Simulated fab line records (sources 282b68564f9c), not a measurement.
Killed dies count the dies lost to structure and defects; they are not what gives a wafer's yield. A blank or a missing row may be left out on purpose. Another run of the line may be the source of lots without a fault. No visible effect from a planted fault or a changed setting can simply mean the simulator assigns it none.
Comparing a struck lot with a sound one || flow ritCmos || 32 steps out of a route of 202
Sound: these wafers, L570.4, L570.5, L570.6. The struck wafers were L577.2, L577.4, L577.6. The cause comes at the end.
At each step with rows: each side's tool, then ch and its chambers, then its first start. Under that, the readings that differ: sound wafers || struck wafers || difference of the means || sigmas: that difference in standard deviations of wafers without a fault.
alike: same words and numbers on both sides, and readings whose means sit less than 2 such deviations apart. not compared: any withheld reading, any reading some wafer has no value for, any bound like >300 that may hide the same value, and any number with overlapping values for which the record gives no deviation.
The two part at a step that has a row with sigmas, a row that says differs or no value, or rows on one side only. Numbers that don't overlap but have no deviation are shown without sigmas and don't part them. A reading that every wafer of one side lacks parts them only if that side has two wafers or more.

RIT_ACTIVE_BOW_MEAS_00:
  sound on filmMetro-03, day 2 01:04; struck on filmMetro-03, day 3 12:01
  alike: INCOMING_BOW
RIT_ACTIVE_OXIDATION_01: target thk 46.8 nm, ox time 3209 s.
  sound on furnace-02 ch 0, day 2 01:07; struck on furnace-01 ch 0, day 3 12:07
{"reading": "zonePowerLoadPct (%)", "sound": "33 33 33", "struck": "26 25 26", "difference": -7, "sigmas": -2}
{"reading": "zonePowerSourcePct (%)", "sound": "35.3 35.0 35.5", "struck": "32.3 32.5 33.2", "difference": -2.6, "sigmas": -2}
  alike: spikeTcCentreC, tube_center_temp_C_max
RIT_ACTIVE_THK_MEAS_02:
  sound on filmMetro-03, day 2 03:05; struck on filmMetro-01, day 3 14:04
  alike: ACTIVE_OXIDE_THK
then, 1 step without rows for these wafers: RIT_ACTIVE_CVD_03 (deposits Si3N4 from SiH2Cl2/NH3, target thk 150 nm, time 1500 s).
RIT_ACTIVE_THK_MEAS_04:
  sound on filmMetro-02, day 2 04:34; struck on filmMetro-01, day 3 15:32
  alike: ACTIVE_NITRIDE_THK
then, 6 steps without rows for these wafers: RIT_ACTIVE_HMDS_05 (prime time 60 s); RIT_ACTIVE_COAT_06 (resist thk 1000 nm); RIT_ACTIVE_SOFTBAKE_07 (time 60 s); RIT_ACTIVE_EXPOSE_08 (exposes mask M1, target cd 1400 nm); RIT_ACTIVE_PEB_09; RIT_ACTIVE_DEVELOP_10 (develop time 50 s).
RIT_ACTIVE_CD_MEAS_11: target cd 1400 nm.
  sound on cdSem-02, day 2 05:37; struck on cdSem-01, day 3 16:28
  alike: cdNm
then, 1 step without rows for these wafers: RIT_ACTIVE_HARDBAKE_12 (time 60 s).
RIT_ACTIVE_ETCH_13: etches Si3N4 in SF6, stops on SiO2, time 210 s, target depth 210 nm.
  sound on rieDiel-01 ch 0,1,3, day 2 06:04; struck on rieDiel-04 ch 1,3, day 3 16:43
  alike: drypumpMotorCurrentA, oesProductAu, rfFwdPowerW, throttleValvePct
  not compared: rfHoursCounterH
RIT_ACTIVE_STRIP_14: strips in O2, time 180 s.
  sound on plasmaAsher-01 ch 0,1, day 2 06:15; struck on plasmaAsher-01 ch 0,1, day 3 16:50
  alike: drypumpMotorCurrentA
  not compared: rfHoursCounterH
RIT_ACTIVE_CD_MEAS_90: target cd 1400 nm.
  sound on cdSem-01, day 2 06:26; struck on cdSem-01, day 3 17:02
  alike: cdNm
then, 4 steps without rows for these wafers: RIT_ACTIVE_CLEAN_15 (cleans in SC1, time 600 s); RIT_ACTIVE_CLEAN_16 (cleans in dHF, time 30 s); RIT_ACTIVE_CLEAN_17 (cleans in SC2, time 600 s); RIT_FOX1_OXIDATION_00 (target thk 350.7 nm, ox time 1130 s).
RIT_FOX1_THK_MEAS_01:
  sound on filmMetro-04, day 2 08:13; struck on filmMetro-03, day 3 18:50
  alike: FOX1_OXIDE_THK
then, 2 steps without rows for these wafers: RIT_FOX1_WET_ETCH_02 (etches SiO2 in BOE, target depth 350 nm, time 390 s); RIT_FOX2_OXIDATION_00 (target thk 350.7 nm, ox time 1130 s).
RIT_FOX2_THK_MEAS_01:
  sound on filmMetro-01, day 2 09:42; struck on filmMetro-02, day 3 20:19
  alike: FOX2_OXIDE_THK
then, 2 steps without rows for these wafers: RIT_FOX2_CLEAN_02 (cleans in dHF, time 180 s); RIT_FOX2_WET_ETCH_03 (etches Si3N4 in H3PO4, target depth 195 nm, time 2700 s).
RIT_FOX2_THK_MEAS_90:
  sound on filmMetro-04, day 2 10:35; struck on filmMetro-01, day 3 21:12
  alike: FIELD_OXIDE_LEFT_1_THK
then, 4 steps without rows for these wafers: RIT_NWELL_HMDS_00 (prime time 61.01 s); RIT_NWELL_COAT_01 (resist thk 1300 nm); RIT_NWELL_SOFTBAKE_02 (time 60 s); RIT_NWELL_EXPOSE_03 (exposes mask M2, target cd 43900 nm).
RIT_M1_PROBE_99:
  sound on prober-01, day 4 01:34; struck on prober-01, day 5 14:02
{"reading": "killedAtFrontEnd", "sound": "2 7 6", "struck": "59 74 59", "difference": "+59", "sigmas": "+18"}
{"reading": "killedDies", "sound": "2 7 6", "struck": "59 74 59", "difference": "+59", "sigmas": "+18"}
{"reading": "killedOnRim", "sound": "1 2 3", "struck": "19 18 15", "difference": "+15", "sigmas": "+10"}
  alike: killedAtContacts, killedOpen, killedShort

## WHERE THEY PART
At RIT_ACTIVE_OXIDATION_01 first; at RIT_M1_PROBE_99 last (within this record only).

WHY: what had been put in by the simulator
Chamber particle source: furnace-01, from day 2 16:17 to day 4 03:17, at RIT_ACTIVE_OXIDATION_01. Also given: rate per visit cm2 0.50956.
